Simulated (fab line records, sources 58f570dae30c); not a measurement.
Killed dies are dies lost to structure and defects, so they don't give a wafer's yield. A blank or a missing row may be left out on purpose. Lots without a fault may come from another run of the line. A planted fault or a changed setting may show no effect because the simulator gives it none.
Problem report in the 8D (eight disciplines) form, filled by code | flow berkeley_cmos170 | the parts of the form that need people (team, actions taken, sign-off) are left out

1. THE PROBLEM
START_OXIDE_THK at UCB170_START_THK_MEAS_03 reads a mean of 22.8 nm on 6 wafers of 2 lots; wafers without a fault read 20.0 nm with a standard deviation of 0.38. That is +7.2 standard deviations from the usual mean.
First seen on wafer L617.3, day 3 12:29, on film_metro-01. The record holds 42 wafers of 14 lots with a number at this step. Rule for "out", or "out of limits": more than 4 standard deviations from the usual mean. The other wafers with a number count as sound.

2. WHAT IT IS AND WHAT IT IS NOT
question                    | is                           | is not
which readings at this step | START_OXIDE_THK              | -
which lots                  | L617, L618                   | L608, L609, L610, L611, L612, L613, L622, L625, L627, L629, L630, L631
which wafers of those lots  | all that have a number       | -
read on which gauges        | film_metro-01, film_metro-03 | film_metro-02
when                        | from day 3 12:29             | up to then (18 sound wafers); but 18 sound wafers of L622, L625, L627, L629, L630, L631 came after

3. SUSPECTS, AND WHAT RULES EACH OUT
Counting: a tool at a process step up to the reading stays a suspect if it ran every lot that is out and no sound lot after the first of them.
- the gauge at UCB170_START_THK_MEAS_03: ruled out. The wafers that are out were read on 2 gauges (film_metro-01, film_metro-03).
- furnace-04 at UCB170_START_OXIDATION_02 (target thk 20 nm, ox time 1800 s): kept. It ran every lot that is out, first L617 (day 3 10:58), and no sound lot after that; its last sound lot up to then is L612 (day 2 12:06).
Left after counting: furnace-04 at UCB170_START_OXIDATION_02.

4. THE CAUSE (what the simulator had put in)
Process parameter drift: furnace-04, from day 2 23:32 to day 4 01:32, at UCB170_START_OXIDATION_02. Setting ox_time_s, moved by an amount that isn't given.
Counting left only this tool.

5. THE CHAIN OF EFFECTS, in route order
Each row: a reading whose mean over the struck wafers that have a number lies more than 3 standard deviations from the usual. Only readings for which the record gives a usual standard deviation are gone through. hours: the time from each lot's start at the first step in this table that gives one to its start at this step, as a median over the lots. sigmas: the change in usual standard deviations.
hours | step                     | reading         | usual   | on struck wafers | change | sigmas
0     | UCB170_START_THK_MEAS_03 | START_OXIDE_THK | 20.0 nm | 22.8             | +2.8   | +7.2
Later measuring or inspecting steps at which every struck wafer that the step has a row for has a number for every such reading, and none has moved that far: UCB170_SDANNEAL_RS_MEAS_02.

6. WHAT WOULD HAVE CAUGHT IT SOONER
In this record the first reading out of limits at a measuring or inspecting step was taken at day 3 12:29, 13 hours after the fault began at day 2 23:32.
Of the lots that are out (2), L618 began UCB170_START_OXIDATION_02 on furnace-04 after day 3 12:29. A hold on the tool at that time would have spared it.
